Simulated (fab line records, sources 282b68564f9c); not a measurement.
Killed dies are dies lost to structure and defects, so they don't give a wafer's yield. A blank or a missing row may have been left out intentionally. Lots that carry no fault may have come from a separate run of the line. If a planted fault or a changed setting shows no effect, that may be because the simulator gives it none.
Which tool did it? | flow rit_cmos | 14 lots, 42 wafers sampled, at 5 steps of a route of 202

WHAT EACH GAUGE READ, for each wafer
RIT_PWELL_TW_MEAS_10. Usual: PWELL_TW 955, standard deviation 6.6.
lot  | measured    | on            | PWELL_TW    | flag
L826 | day 1 23:56 | film_metro-03 | 959 956 953 |
L827 | day 2 04:11 | film_metro-03 | 963 955 960 |
L828 | day 2 13:41 | film_metro-03 | 960 958 955 |
L833 | day 3 13:17 | film_metro-01 | 947 950 950 |
L834 | day 3 19:30 | film_metro-03 | 956 958 957 |
L836 | day 4 02:10 | film_metro-03 | 964 964 960 |
L838 | day 4 13:34 | film_metro-03 | 958 961 963 |
L840 | day 4 23:23 | film_metro-03 | 960 959 963 |
L841 | day 5 05:45 | film_metro-01 | 946 949 957 |
L843 | day 5 13:32 | film_metro-03 | 957 956 958 |
L844 | day 5 18:08 | film_metro-03 | 958 955 954 |
L846 | day 6 04:02 | film_metro-01 | 951 954 954 |
L847 | day 6 08:59 | film_metro-04 | 942 940 942 |
L849 | day 6 21:37 | film_metro-01 | 946 949 951 |

RIT_CONTACT_THK_MEAS_01. Usual: CONTACT_TEOS_THK 399 nm, standard deviation 4.7.
lot  | measured    | on            | CONTACT_TEOS_THK (nm) | flag
L826 | day 3 05:43 | film_metro-01 | 399 395 409           |
L827 | day 3 14:32 | film_metro-04 | 399 402 402           |
L828 | day 3 18:51 | film_metro-01 | 400 397 400           |
L833 | day 5 01:00 | film_metro-04 | 670 396 397           | OFF
L834 | day 5 03:49 | film_metro-04 | 396 399 406           |
L836 | day 5 11:00 | film_metro-03 | 661 399 679           | OFF
L838 | day 5 19:55 | film_metro-04 | 394 397 401           |
L840 | day 6 05:48 | film_metro-04 | 392 400 406           |
L841 | day 6 11:53 | film_metro-03 | 396 404 402           |
L843 | day 6 20:31 | film_metro-04 | 403 401 408           |
L844 | day 7 00:01 | film_metro-03 | 391 401 404           |
L846 | day 7 13:17 | film_metro-03 | 403 398 403           |
L847 | day 7 15:23 | film_metro-01 | 401 402 402           |
L849 | day 8 02:25 | film_metro-03 | 396 396 398           |

WHAT TOOL EACH LOT RAN ON (gives the tool, then ch and the chambers of the sampled wafers, and finally the start)
lot  | RIT_ACTIVE_STRIP_14                 | RIT_PRETRO_STRIP_09                 | RIT_CONTACT_CVD_00
L826 | plasma_asher-02 ch 0,1, day 1 14:50 | plasma_asher-02 ch 0,1, day 2 08:16 | pecvd-01 ch 0,1,2, day 3 05:40
L827 | plasma_asher-01 ch 0,1, day 1 19:58 | plasma_asher-01 ch 0,1, day 2 14:20 | pecvd-03 ch 0,1,2, day 3 14:29
L828 | plasma_asher-02 ch 0, day 2 00:52   | plasma_asher-01 ch 0,1, day 2 22:37 | pecvd-01 ch 0,1,2, day 3 18:47
L833 | plasma_asher-04 ch 0,1, day 3 03:01 | plasma_asher-02 ch 0,1, day 4 00:03 | pecvd-02 ch 0,1,2, day 5 00:57
L834 | plasma_asher-01 ch 0,1, day 3 07:33 | plasma_asher-01 ch 0,1, day 4 04:40 | pecvd-01 ch 0,1, day 5 03:45
L836 | plasma_asher-01 ch 1, day 3 18:19   | plasma_asher-02 ch 0,1, day 4 12:34 | pecvd-02 ch 1,2, day 5 10:56
L838 | plasma_asher-01 ch 0,1, day 4 02:50 | plasma_asher-01 ch 0,1, day 4 23:53 | pecvd-03 ch 0,2, day 5 19:52
L840 | plasma_asher-01 ch 0,1, day 4 13:24 | plasma_asher-02 ch 0,1, day 5 08:58 | pecvd-01 ch 0,2, day 6 05:44
L841 | plasma_asher-01 ch 0,1, day 4 18:29 | plasma_asher-02 ch 0,1, day 5 14:56 | pecvd-03 ch 0,1, day 6 11:50
L843 | plasma_asher-04 ch 0,1, day 5 04:36 | plasma_asher-01 ch 0,1, day 5 22:48 | pecvd-01 ch 0,1,2, day 6 20:28
L844 | plasma_asher-02 ch 0,1, day 5 10:15 | plasma_asher-04 ch 0,1, day 6 03:28 | pecvd-03 ch 0,1,2, day 6 23:57
L846 | plasma_asher-02 ch 1, day 5 19:56   | plasma_asher-02 ch 0,1, day 6 12:44 | pecvd-01 ch 0,1,2, day 7 13:14
L847 | plasma_asher-02 ch 0,1, day 6 00:00 | plasma_asher-04 ch 0,1, day 6 18:13 | pecvd-03 ch 0,1,2, day 7 15:19
L849 | plasma_asher-04 ch 0, day 6 10:34   | plasma_asher-01 ch 0,1, day 7 06:55 | pecvd-01 ch 0,1,2, day 8 02:22
- RIT_ACTIVE_STRIP_14: strips in O2, time 180 s.
- RIT_PRETRO_STRIP_09: strips in O2, time 180 s.
- RIT_CONTACT_CVD_00: deposits SiO2 from TEOS, target thk 400 nm, time 61 s.

WHAT THE TOOLS THEMSELVES READ (means of the sampled wafers that have a number; where no wafer has one, the mark that the record gives instead)
RIT_ACTIVE_STRIP_14. Usual: 5.8 A for drypump_motor_current_A, sd 0.34.
lot  | tool            | drypump_motor_current_A (A) | flag
L826 | plasma_asher-02 | 5.7                         |
L827 | plasma_asher-01 | 5.6                         |
L828 | plasma_asher-02 | 5.6                         |
L833 | plasma_asher-04 | 5.8                         |
L834 | plasma_asher-01 | 5.6                         |
L836 | plasma_asher-01 | 5.4                         |
L838 | plasma_asher-01 | 5.6                         |
L840 | plasma_asher-01 | 5.6                         |
L841 | plasma_asher-01 | 5.7                         |
L843 | plasma_asher-04 | 5.8                         |
L844 | plasma_asher-02 | 5.7                         |
L846 | plasma_asher-02 | 5.8                         |
L847 | plasma_asher-02 | 5.6                         |
L849 | plasma_asher-04 | 5.5                         |

RIT_PRETRO_STRIP_09. Usual: 5.7 A for drypump_motor_current_A, sd 0.32.
lot  | tool            | drypump_motor_current_A (A) | flag
L826 | plasma_asher-02 | 5.7                         |
L827 | plasma_asher-01 | 5.7                         |
L828 | plasma_asher-01 | 5.7                         |
L833 | plasma_asher-02 | 5.7                         |
L834 | plasma_asher-01 | 5.7                         |
L836 | plasma_asher-02 | 5.7                         |
L838 | plasma_asher-01 | 5.6                         |
L840 | plasma_asher-02 | 5.6                         |
L841 | plasma_asher-02 | 5.7                         |
L843 | plasma_asher-01 | 5.6                         |
L844 | plasma_asher-04 | 5.7                         |
L846 | plasma_asher-02 | 5.7                         |
L847 | plasma_asher-04 | 6.1                         |
L849 | plasma_asher-01 | 5.6                         |

RIT_CONTACT_CVD_00. Usual: heater_power_w 313 W, standard deviation 45; run_length_s 88.9 s, standard deviation 0.66.
lot  | tool     | heater_power_w (W) | run_length_s (s) | flag
L826 | pecvd-01 | 322                | 89.3             |
L827 | pecvd-03 | 329                | 88.8             |
L828 | pecvd-01 | 312                | 89.2             |
L833 | pecvd-02 | 326                | 102.9            | OFF
L834 | pecvd-01 | 322                | 88.9             |
L836 | pecvd-02 | 314                | 116.4            | OFF
L838 | pecvd-03 | 278                | 88.4             |
L840 | pecvd-01 | 315                | 88.8             |
L841 | pecvd-03 | 274                | 88.7             |
L843 | pecvd-01 | 297                | 89.0             |
L844 | pecvd-03 | 320                | 88.9             |
L846 | pecvd-01 | 291                | 89.0             |
L847 | pecvd-03 | 309                | 89.0             |
L849 | pecvd-01 | 282                | 89.3             |

THE ANSWER, worked out from the rows above alone
Rule: lot off if the mean of its wafers having a number is beyond 3 standard deviations from the usual mean. Also off: a lot with no number at a reading for which 4 or more lots have one. All remaining lots with rows at the step are treated as sound. Order of review: gauges by route order, followed by the tools' own readings, for which a lot's mean as printed above is used. The first step at which some lot is off is used, and at that step the reading that is off furthest; a lot without a number counts as furthest.
Off: L833, L836, at RIT_CONTACT_THK_MEAS_01 (CONTACT_TEOS_THK).
A tool fits if, at a process step before that reading, it ran every lot that is off, and no sound lot after the first of them. Not tried: the gauges at RIT_CONTACT_THK_MEAS_01; whatever is off there is also off at RIT_CONTACT_CVD_00, on other tools, and gauge error can't account for it. One candidate fits, namely pecvd-02 at RIT_CONTACT_CVD_00. It ran no sound lot before its first lot that is off in this sample, so the start can't be narrowed down.
The tool's own readings at RIT_CONTACT_CVD_00 bear it out: on the lots that are off they differ by more than 5 times the standard deviation of the sound lots' means. run_length_s reads 109.7 s there against 88.9 s on the sound lots.

WHAT HAD BEEN PUT IN BY THE SIMULATOR
pecvd-02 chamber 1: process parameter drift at RIT_CONTACT_CVD_00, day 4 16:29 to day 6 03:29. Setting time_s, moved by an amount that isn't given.
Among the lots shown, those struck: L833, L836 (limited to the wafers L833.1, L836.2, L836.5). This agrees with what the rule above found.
